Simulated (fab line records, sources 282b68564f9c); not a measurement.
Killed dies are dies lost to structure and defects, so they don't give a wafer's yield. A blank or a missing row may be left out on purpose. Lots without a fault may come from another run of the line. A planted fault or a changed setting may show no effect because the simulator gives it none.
One fault seen from 2 desks | flow rit_cmos | each desk has only its own numbers; what lay behind them comes last

THE TOOL OWNER'S DESK: pvd_sputter-01
The tool's own readings at RIT_SILICIDE_SPUTTER_01 (material Ti, target thk 30 nm, time 240 s): means of the sampled wafers that have a number, for each lot that ran on this tool. A lot is out of limits, marked OUT, if its mean lies more than 4 standard deviations from the usual mean; the brackets give that distance.
Columns: A = cathode_dc_power_W at RIT_SILICIDE_SPUTTER_01, usual 350.01 W; B = throttle_valve_pct at RIT_SILICIDE_SPUTTER_01, usual 30.2 %
lot  | first seen here | A      | B
L149 | day 3 06:04     | 349.94 | 30.4
L151 | day 3 19:14     | 350.01 | 28.6
L153 | day 4 02:15     | 349.98 | 29.6
L159 | day 5 09:19     | 350.01 | 29.6
L162 | day 6 00:36     | 350.02 | 30.1
This desk's finding: nothing out of limits on any of the 5 lots.

THE METROLOGY DESK
What the gauges read, lot by lot, whatever tool the lot ran on: means of the sampled wafers that have a number. A lot is out of limits, marked OUT, if its mean lies more than 4 standard deviations from the usual mean; the brackets give that distance.
Columns: A = SILICIDE_TI_RS at RIT_SILICIDE_RS_MEAS_02, usual 47.7 ohm/sq; B = SILICIDE_TI_THK at RIT_SILICIDE_THK_MEAS_03, usual 29.9 nm
lot  | first seen here | A               | B
L148 | day 3 02:17     | 48.5            | 29.7
L149 | day 3 06:17     | 47.6            | 30.1
L150 | day 3 13:09     | 48.3            | 29.5
L151 | day 3 19:25     | 46.9            | 30.3
L152 | day 3 22:41     | 48.5            | 29.4
L153 | day 4 02:25     | 48.2            | 29.7
L156 | day 4 19:46     | 48.9            | 29.1
L159 | day 5 09:32     | 53.2 (+7.3) OUT | 27.8 (-4.9) OUT
L161 | day 5 21:06     | 47.9            | 29.7
L162 | day 6 00:47     | 50.1            | 28.8
L164 | day 6 10:43     | 47.8            | 29.6
L167 | day 7 02:50     | 47.8            | 29.8
L168 | day 7 06:46     | 47.8            | 29.9
L170 | day 7 16:36     | 47.5            | 30.1
This desk's finding: out of limits on L159; first on L159, day 5 09:32 (SILICIDE_TI_RS at RIT_SILICIDE_RS_MEAS_02). In limits: L148, L149, L150, L151, L152, L153, L156, L161, L162, L164, L167, L168, L170.

PUT TOGETHER
The metrology desk could have raised an alarm at day 5 09:32, on L159.
The tool owner's desk saw nothing out of limits.
The tool owner's desk has L159 on record, within its limits.
Of the lots named, all ran RIT_SILICIDE_SPUTTER_01 on pvd_sputter-01.

WHAT THE SIMULATOR HAD PUT IN
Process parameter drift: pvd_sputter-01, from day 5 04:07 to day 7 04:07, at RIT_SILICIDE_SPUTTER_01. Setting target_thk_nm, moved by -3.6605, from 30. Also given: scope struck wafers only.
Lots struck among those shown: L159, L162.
Hours from the fault's start to each desk's first reading out of limits: the metrology desk, 5.
